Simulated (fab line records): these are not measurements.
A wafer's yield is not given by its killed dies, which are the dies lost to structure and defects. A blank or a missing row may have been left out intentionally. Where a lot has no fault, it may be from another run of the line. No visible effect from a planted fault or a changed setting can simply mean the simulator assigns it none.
fab line records | flow berkeley_cmos170
[record] lots = 5 wafers = 27
route steps=331 shown START@3 SPACER@174 M1@238 M2@272 M3@331
start_h: hours from the record's first day to the start of the lot's first wafer shown | wait_h: time in hours since the lot's previous step | " as in the row above | L1.1+2: several wafers, shown together as one row | - no value, or no start was given | * or withheld: withheld | < > ~ a bound
route shown NAME@n: names a module that has steps shown in the file, with the first one's number in the route | usual: average and standard deviation across the fault-free wafers | same: alike in all rows | chamber/n: place in a boat | sites: the reading at each site | _std_site: the standard deviation of these | _edge_site: mean of outer sites minus mean of inner sites | radius_mm: for every site, how far away it sits from the centre of the wafer | mask NAME#n: copy n | behind: tool/chamber where the wafer was last shaped | hold: why the lot went on hold/how many hours it stayed there/how the hold came to an end | device: transistor that didn't switch, given as n, p or np | end of line: the tests these same wafers got at the end of their route | for a step that has no rows: nothing shown but its recipe | killed: the dies lost at the first sort to structure and to defects; this is not the yield of the wafer | map: per-die view of a wafer (x killed, . not killed, _ where there is no die)
set.NAME: the setting the step ran with; set.NAME@STEP: the setting that earlier step ran with | model.NAME: the simulator's own value behind a step, which no gauge read
one table per step and one row per wafer, for lots whose settings were changed on purpose
[[steps]]
[step UCB170_START_OXIDATION_02]
[recipe] temp_c = 950 ambient = O2 target_thk_a = 200 ox_time_s = 1800
// columns lot.wafer tool chamber start_h wait_h set.ox_time_s model.SiO2_of_START_OXIDATION_02.thk_nm
L075.1 furnace-02 0 16.42 1.3 1800 20.34
L075.4 " 0 " " 1800 20.02
L075.6 " 0 " " 1800 19.97
L076.1 - - - 2.6 1800 20.81
L076.2 " - " " 1800 21.04
L076.3 " - " " 1800 20.63
L076.4 " - " " 1800 20.71
L076.5 " - " " 1800 20.75
L076.6 " - " " 1800 20.62
L077.1 - - - 1.3 1355 16.88
L077.2 " - " " 1355 16.91
L077.3 " - " " 1355 16.69
L077.4+5 " - " " 1355 16.37
L077.6 " - " " 1355 16.48
L078.1 - - - 3.3 1176 14.63
L078.2 " - " " 1176 14.79
L078.3 " - " " 1176 14.91
L078.4 " - " " 1176 14.54
L078.5 " - " " 1176 14.95
L078.6 " - " " 1176 14.96
L080.1 - - - 3.5 878.7 12.59
L080.2 " - " " 878.7 12.34
L080.3 " - " " 878.7 12.73
L080.4 " - " " 878.7 12.84
L080.5 " - " " 878.7 13.04
L080.6 " - " " 878.7 12.79
[step UCB170_START_THK_MEAS_03]
[recipe] reads = SiO2_of_START_OXIDATION_02
[usual] START_OXIDE_THK = 20.1/0.4
// columns lot.wafer tool chamber start_h wait_h set.ox_time_s@START_OXIDATION_02 START_OXIDE_THK[nm]
L075.1 film_metro-04 - 17.92 0.0 1800 20.3
L075.4 " - " " 1800 20.0
L075.6 " - " " 1800 20.0
L076.1 film_metro-04 - - - 1800 20.8
L076.2 " - " " 1800 21.1
L076.3 " - " " 1800 20.6
L076.4 " - " " 1800 20.7
L076.5 " - " " 1800 20.7
L076.6 " - " " 1800 20.6
L077.1 film_metro-04 - - - 1355 16.9
L077.2 " - " " 1355 16.9
L077.3 " - " " 1355 16.7
L077.4 " - " " 1355 16.4
L077.5 " - " " 1355 16.4
L077.6 " - " " 1355 16.4
L078.1 film_metro-02 - - - 1176 14.6
L078.2 " - " " 1176 14.8
L078.3 " - " " 1176 14.9
L078.4 " - " " 1176 14.6
L078.5 " - " " 1176 14.9
L078.6 " - " " 1176 15.0
L080.1 film_metro-02 - - - 878.7 12.6
L080.2 " - " " 878.7 12.3
L080.3 " - " " 878.7 12.7
L080.4 " - " " 878.7 12.8
L080.5 " - " " 878.7 13.1
L080.6 " - " " 878.7 12.8
[step UCB170_SPACER_ETCHBACK_03]
[recipe] stop_on = Si target = SiO2 chemistry = CHF3/CF4/Ar CHF3_flow_sccm = 50 cf4_flow_sccm = 10 Ar_flow_sccm = 120 pressure_mtorr = 200 rf_w = 500 target_depth_a = 3760 time_s = 100
// columns lot.wafer tool chamber start_h wait_h set.time_s
L075.1+4+6 rie_diel-04 3,1,0 129.41 0.0 100
L076.1+2+3+4+5+6 rie_diel-04 3,2,0,1,0,3 140.07 0.0 100
L077.1+2+5 rie_diel-01 2,0,3 140.07 0.0 68.27
L077.3+4+6 " 3,1,0 " " 100
L078.1+4+6 rie_diel-04 2,0,3 154.24 0.0 148.8
L078.2+3+5 " 1,3,0 " " 100
L080.1+2+4 rie_diel-01 1,0,2 164.83 0.0 100
L080.3+5+6 " 3,2,1 " " 48.98
[step UCB170_M1_SPUTTER_00]
[recipe] material = Al target_thk_nm = 600 time_s = 80 power_w = 6000 chamber_pressure_pa = 0.5
// columns lot.wafer tool chamber start_h wait_h set.time_s model.Al_of_M1_SPUTTER_00.thk_nm
L075.1 pvd_sputter-04 - 139.52 0.0 80 617.1
L075.4 " - " " 80 598.5
L075.6 " - " " 80 618
L076.1 pvd_sputter-03 - 156.55 0.0 80 583.8
L076.2 " - " " 80 586.2
L076.3 " - " " 80 592
L076.4 " - " " 80 592.8
L076.5 " - " " 80 592.3
L076.6 " - " " 80 584.1
L077.1 pvd_sputter-04 - 157.10 0.0 80 617.8
L077.2 " - " " 80 619.8
L077.3 " - " " 108.6 820.5
L077.4 " - " " 80 605.2
L077.5 " - " " 108.6 816
L077.6 " - " " 108.6 832.3
L078.1 pvd_sputter-04 - 164.41 0.0 80 588.8
L078.2 " - " " 80 606.9
L078.3 " - " " 123.2 917.9
L078.4 " - " " 123.2 928.1
L078.5 " - " " 80 608
L078.6 " - " " 123.2 916.8
L080.1 pvd_sputter-03 - 183.50 0.0 80 585.1
L080.2 " - " " 58.69 427.1
L080.3 " - " " 80 597.1
L080.4 " - " " 58.69 431
L080.5 " - " " 80 586.4
L080.6 " - " " 58.69 431.4
[step UCB170_M1_RS_MEAS_01]
[recipe] thk_meas_gauge = four-point-probe reads = Al_of_M1_SPUTTER_00
[usual] M1_AL_RS = 0.0485/0.00077
// columns lot.wafer tool chamber start_h wait_h set.time_s@M1_SPUTTER_00 M1_AL_RS[ohm/sq]
L075.1 film_metro-04 - 139.58 0.0 80 0.0471
L075.4 " - " " 80 0.0487
L075.6 " - " " 80 0.0471
L076.1 film_metro-02 - 156.61 0.0 80 0.0497
L076.2 " - " " 80 0.0496
L076.3 " - " " 80 0.0492
L076.4 " - " " 80 0.0490
L076.5 " - " " 80 0.0492
L076.6 " - " " 80 0.0498
L077.1 film_metro-04 - 157.16 0.0 80 0.0470
L077.2 " - " " 80 0.0469
L077.3 " - " " 108.6 0.0353
L077.4 " - " " 80 0.0480
L077.5 " - " " 108.6 0.0354
L077.6 " - " " 108.6 0.0348
L078.1 film_metro-01 - 164.47 0.0 80 0.0497
L078.2 " - " " 80 0.0481
L078.3 " - " " 123.2 0.0316
L078.4 " - " " 123.2 0.0312
L078.5 " - " " 80 0.0481
L078.6 " - " " 123.2 0.0317
L080.1 film_metro-02 - 183.56 0.0 80 0.0499
L080.2 " - " " 58.69 0.0685
L080.3 " - " " 80 0.0487
L080.4 " - " " 58.69 0.0679
L080.5 " - " " 80 0.0497
L080.6 " - " " 58.69 0.0678
[step UCB170_M1_THK_MEAS_02]
[recipe] thk_meas_gauge = xrf reads = Al_of_M1_SPUTTER_00
[usual] M1_AL_THK = 604/9.6
// columns lot.wafer tool chamber start_h wait_h set.time_s@M1_SPUTTER_00 M1_AL_THK[nm]
L075.1 film_metro-04 - 139.70 0.1 80 618
L075.4 " - " " 80 605
L075.6 " - " " 80 617
L076.1 film_metro-02 - 156.73 0.1 80 587
L076.2 " - " " 80 594
L076.3 " - " " 80 598
L076.4 " - " " 80 594
L076.5 " - " " 80 598
L076.6 " - " " 80 589
L077.1 film_metro-04 - 157.28 0.1 80 619
L077.2 " - " " 80 624
L077.3 " - " " 108.6 827
L077.4 " - " " 80 609
L077.5 " - " " 108.6 823
L077.6 " - " " 108.6 838
L078.1 film_metro-01 - 164.59 0.1 80 594
L078.2 " - " " 80 614
L078.3 " - " " 123.2 923
L078.4 " - " " 123.2 930
L078.5 " - " " 80 615
L078.6 " - " " 123.2 924
L080.1 film_metro-02 - 183.68 0.1 80 589
L080.2 " - " " 58.69 428
L080.3 " - " " 80 603
L080.4 " - " " 58.69 432
L080.5 " - " " 80 590
L080.6 " - " " 58.69 433
[step UCB170_M1_COAT_03]
[recipe] resist = BARC temp_c = withheld time_s = withheld spin_rpm = 3000 resist_thk_nm = withheld
[step UCB170_M1_COAT_04]
[recipe] resist = KrF spin_rpm = 1500 resist_thk_nm = 900
[step UCB170_M1_ETCH_11]
[recipe] chemistry = N2/H2 target_depth_a = withheld overetch_a = withheld target = BARC time_s = withheld source_w = 500 bias_w = 100 pressure_mtorr = 30 n2_flow_sccm = 100 h2_flow_sccm = 200
[step UCB170_M1_METAL_ETCH_12]
[recipe] chemistry = Cl2/BCl3 target = Al stop_on = PSG pressure_mtorr = 12 target_depth_a = 7800 over_etch_frac = 0.3 time_s = 130 icp_w = 600 bias_w = 120 Cl2_flow_sccm = 90 bcl3_flow_sccm = 45
[usual] oes_product_au = 0.864/0.016
// columns lot.wafer tool chamber start_h wait_h set.time_s@M1_SPUTTER_00 oes_product_au
L075.1 rie_metal-04 1 141.24 - 80 0.878
L075.4 " 1 " " 80 0.859
L075.6 " 1 " " 80 0.880
L076.1 rie_metal-02 0 158.16 - 80 0.836
L076.2 " 0 " " 80 0.843
L076.3 " 0 " " 80 0.841
L076.4 " 0 " " 80 0.850
L076.5 " 0 " " 80 0.849
L076.6 " 0 " " 80 0.835
L077.1 rie_metal-04 1 158.50 - 80 0.880
L077.2 " 0 " " 80 0.884
L077.3 " 0 " " 108.6 1.007
L077.4 " 1 " " 80 0.866
L077.5 " 1 " " 108.6 0.978
L077.6 " 0 " " 108.6 1.015
L078.1 rie_metal-02 1 166.26 - 80 0.854
L078.2 " 0 " " 80 0.853
L078.3 " 0 " " 123.2 1.014
L078.4 " 1 " " 123.2 0.990
L078.5 " 0 " " 80 0.856
L078.6 " 1 " " 123.2 1.001
L080.1 rie_metal-02 0 185.26 - 80 0.842
L080.2 " 1 " " 58.69 0.716
L080.3 " 1 " " 80 0.858
L080.4 " 0 " " 58.69 0.706
L080.5 " 1 " " 80 0.851
L080.6 " 0 " " 58.69 0.716
[step UCB170_M2_SPUTTER_01]
[recipe] material = Al target_thk_nm = 900 time_s = 120 power_w = 6000 chamber_pressure_pa = 0.5
// columns lot.wafer tool chamber start_h wait_h set.time_s model.Al_of_M2_SPUTTER_01.thk_nm
L075.1 pvd_sputter-02 - 148.27 0.0 120 893.6
L075.4 " - " " 120 881.5
L075.6 " - " " 120 881.3
L076.1 pvd_sputter-02 - 165.02 0.0 120 903
L076.2 " - " " 49.7 352.4
L076.3 " - " " 120 891.4
L076.4 " - " " 120 902.4
L076.5 " - " " 49.7 365.8
L076.6 " - " " 49.7 368
L077.1 pvd_sputter-03 - 165.26 0.0 79.55 589.3
L077.2 " - " " 120 889.5
L077.3 " - " " 79.55 592.3
L077.4 " - " " 79.55 593.3
L077.5 " - " " 120 883.5
L077.6 " - " " 120 901
L078.1 pvd_sputter-03 - 174.11 0.0 120 881.3
L078.2 " - " " 58.88 435.5
L078.3 " - " " 120 892.8
L078.4 " - " " 120 896.4
L078.5 " - " " 58.88 438.9
L078.6 " - " " 58.88 432.8
L080.1 pvd_sputter-04 - 194.01 0.0 120 889.8
L080.2 " - " " 120 894
L080.3 " - " " 120 890
L080.4 " - " " 120 903.8
L080.5 " - " " 120 895.8
L080.6 " - " " 120 889.1
[step UCB170_M2_RS_MEAS_02]
[recipe] thk_meas_gauge = four-point-probe reads = Al_of_M2_SPUTTER_01
[usual] M2_AL_RS = 0.0323/0.00036
// columns lot.wafer tool chamber start_h wait_h set.time_s@M2_SPUTTER_01 M2_AL_RS[ohm/sq]
L075.1 film_metro-01 - 148.35 0.0 120 0.0325
L075.4 " - " " 120 0.0330
L075.6 " - " " 120 0.0329
L076.1 film_metro-03 - 165.10 0.0 120 0.0320
L076.2 " - " " 49.7 0.0837
L076.3 " - " " 120 0.0324
L076.4 " - " " 120 0.0320
L076.5 " - " " 49.7 0.0805
L076.6 " - " " 49.7 0.0801
L077.1 film_metro-01 - 165.34 0.0 79.55 0.0495
L077.2 " - " " 120 0.0327
L077.3 " - " " 79.55 0.0494
L077.4 " - " " 79.55 0.0492
L077.5 " - " " 120 0.0329
L077.6 " - " " 120 0.0322
L078.1 film_metro-03 - 174.20 0.0 120 0.0328
L078.2 " - " " 58.88 0.0672
L078.3 " - " " 120 0.0324
L078.4 " - " " 120 0.0323
L078.5 " - " " 58.88 0.0667
L078.6 " - " " 58.88 0.0676
L080.1 film_metro-02 - 194.09 0.0 120 0.0325
L080.2 " - " " 120 0.0323
L080.3 " - " " 120 0.0324
L080.4 " - " " 120 0.0320
L080.5 " - " " 120 0.0323
L080.6 " - " " 120 0.0325
[step UCB170_M2_THK_MEAS_03]
[recipe] thk_meas_gauge = xrf reads = Al_of_M2_SPUTTER_01
[usual] M2_AL_THK = 902/11
// columns lot.wafer tool chamber start_h wait_h set.time_s@M2_SPUTTER_01 M2_AL_THK[nm]
L075.1 film_metro-01 - 148.47 0.1 120 900
L075.4 " - " " 120 892
L075.6 " - " " 120 891
L076.1 film_metro-03 - 165.22 0.1 120 908
L076.2 " - " " 49.7 355
L076.3 " - " " 120 898
L076.4 " - " " 120 909
L076.5 " - " " 49.7 369
L076.6 " - " " 49.7 371
L077.1 film_metro-01 - 165.46 0.1 79.55 595
L077.2 " - " " 120 900
L077.3 " - " " 79.55 599
L077.4 " - " " 79.55 599
L077.5 " - " " 120 886
L077.6 " - " " 120 909
L078.1 film_metro-03 - 174.32 0.1 120 883
L078.2 " - " " 58.88 437
L078.3 " - " " 120 893
L078.4 " - " " 120 896
L078.5 " - " " 58.88 440
L078.6 " - " " 58.88 433
L080.1 film_metro-02 - 194.21 0.1 120 897
L080.2 " - " " 120 902
L080.3 " - " " 120 900
L080.4 " - " " 120 915
L080.5 " - " " 120 909
L080.6 " - " " 120 894
[step UCB170_M2_HMDS_04]
[recipe] prime_time_s = 60 prime_temp_c = 100
[step UCB170_M2_COAT_05]
[recipe] resist = KrF spin_rpm = 1500 resist_thk_nm = 900
[step UCB170_M2_ETCH_17]
[recipe] chemistry = N2/H2 target_depth_a = withheld overetch_a = withheld target = BARC time_s = withheld source_w = 500 bias_w = 100 pressure_mtorr = 30 n2_flow_sccm = 100 h2_flow_sccm = 200
[step UCB170_M2_METAL_ETCH_18]
[recipe] chemistry = Cl2/BCl3 target = Al stop_on = SiO2 pressure_mtorr = 12 target_depth_a = 11700 over_etch_frac = 0.3 time_s = 195 icp_w = 600 bias_w = 120 Cl2_flow_sccm = 90 bcl3_flow_sccm = 45
[usual] oes_product_au = 0.853/0.013
// columns lot.wafer tool chamber start_h wait_h set.time_s@M2_SPUTTER_01 oes_product_au
L075.1 rie_metal-04 1 150.90 - 120 0.852
L075.4 " 1 " " 120 0.855
L075.6 " 1 " " 120 0.851
L076.1 rie_metal-03 0 167.71 - 120 0.851
L076.2 " 1 " " 49.7 0.553
L076.3 " 1 " " 120 0.831
L076.4 " 0 " " 120 0.856
L076.5 " 1 " " 49.7 0.558
L076.6 " 0 " " 49.7 0.572
L077.1 rie_metal-04 1 167.95 - 79.55 0.695
L077.2 " 0 " " 120 0.867
L077.3 " 1 " " 79.55 0.704
L077.4 " 0 " " 79.55 0.702
L077.5 " 0 " " 120 0.864
L077.6 " 1 " " 120 0.861
L078.1 rie_metal-04 1 178.41 - 120 0.853
L078.2 " 0 " " 58.88 0.616
L078.3 " 0 " " 120 0.871
L078.4 " 1 " " 120 0.864
L078.5 " 0 " " 58.88 0.624
L078.6 " 1 " " 58.88 0.612
L080.1 rie_metal-03 1 196.82 - 120 0.832
L080.2 " 0 " " 120 0.855
L080.3 " 1 " " 120 0.828
L080.4 " 0 " " 120 0.858
L080.5 " 1 " " 120 0.841
L080.6 " 0 " " 120 0.848
[step UCB170_M3_PROBE_99]
// columns lot.wafer tool chamber start_h wait_h set.time_s@SPACER_ETCHBACK_03 model.etest.pldd.rs_ohm_sq
L075.1 prober-01 - 158.32 0.1 100 1124
L075.4 prober-01 - 158.47 0.2 100 1130
L075.6 prober-01 - 158.57 0.2 100 1136
L076.1+4 prober-01 - 178.07 0.1 100 1138
L076.2 prober-01 - 178.12 0.1 100 1136
L076.3 prober-01 - 178.17 0.2 100 1110
L076.5 prober-01 - 178.27 0.2 100 1137
L076.6 prober-01 - 178.32 0.2 100 1135
L077.1 prober-01 - 178.37 0.1 68.27 1097
L077.2 prober-01 - 178.42 0.2 68.27 1092
L077.3+6 prober-01 - 178.47 0.2 100 -
L077.4 prober-01 - 178.52 0.2 100 997.9
L077.5 prober-01 - 178.57 0.2 68.27 -
L078.1 prober-01 - 185.85 0.1 148.8 3.619
L078.2 prober-01 - 185.90 0.1 100 1091
L078.3 prober-01 - 185.95 0.2 100 -
L078.4+6 prober-01 - 186.00 0.2 148.8 -
L078.5 prober-01 - 186.05 0.2 100 1032
L080.1 prober-02 - 205.73 0.1 100 1103
L080.2 prober-02 - 205.78 0.1 100 1097
L080.3+5+6 prober-02 - 205.83 0.2 48.98 -
L080.4 prober-02 - 205.88 0.2 100 1104
// killed by level:class
L075.1 GATE:geometric_particle:open=1 PWELL:area_etch=1
L075.4 SCREENOX:geometric_particle:open=1
L075.6 SCREENOX:geometric_particle:open=1 GATE:geometric_particle:open=1 SPACER:geometric_particle:open=1 V1:geometric_particle:open=1 NWELL:area_etch=1
[[key]]
[split] step = UCB170_START_OXIDATION_02 setting = ox_time_s stated = 1800 by = lot
[response] step = UCB170_START_OXIDATION_02 reading = model.SiO2_of_START_OXIDATION_02.thk_nm change = +0.155 per = 1% r = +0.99
[response] step = UCB170_START_THK_MEAS_03 reading = START_OXIDE_THK change = +0.155 per = 1% r = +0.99
[split] step = UCB170_SPACER_ETCHBACK_03 setting = time_s stated = 100 by = wafer
[response] step = UCB170_M3_PROBE_99 reading = model.etest.pldd.rs_ohm_sq shape = bent at_lowest = 1094 at_stated = 1107 at_highest = 3.619
[split] step = UCB170_M1_SPUTTER_00 setting = time_s stated = 80 by = wafer
[response] step = UCB170_M1_SPUTTER_00 reading = model.Al_of_M1_SPUTTER_00.thk_nm change = +5.91 per = 1% r = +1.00
[response] step = UCB170_M1_RS_MEAS_01 reading = M1_AL_RS shape = bent at_lowest = 0.0680 at_stated = 0.0486 at_highest = 0.0315
[response] step = UCB170_M1_THK_MEAS_02 reading = M1_AL_THK change = +5.93 per = 1% r = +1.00
[response] step = UCB170_M1_METAL_ETCH_12 reading = oes_product_au change = +0.00328 per = 1% r = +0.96
[split] step = UCB170_M2_SPUTTER_01 setting = time_s stated = 120 by = wafer
[response] step = UCB170_M2_SPUTTER_01 reading = model.Al_of_M2_SPUTTER_01.thk_nm change = +9.03 per = 1% r = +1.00
[response] step = UCB170_M2_RS_MEAS_02 reading = M2_AL_RS change = -0.000729 per = 1% r = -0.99
[response] step = UCB170_M2_THK_MEAS_03 reading = M2_AL_THK change = +9.06 per = 1% r = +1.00
[response] step = UCB170_M2_METAL_ETCH_18 reading = oes_product_au change = +0.00484 per = 1% r = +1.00
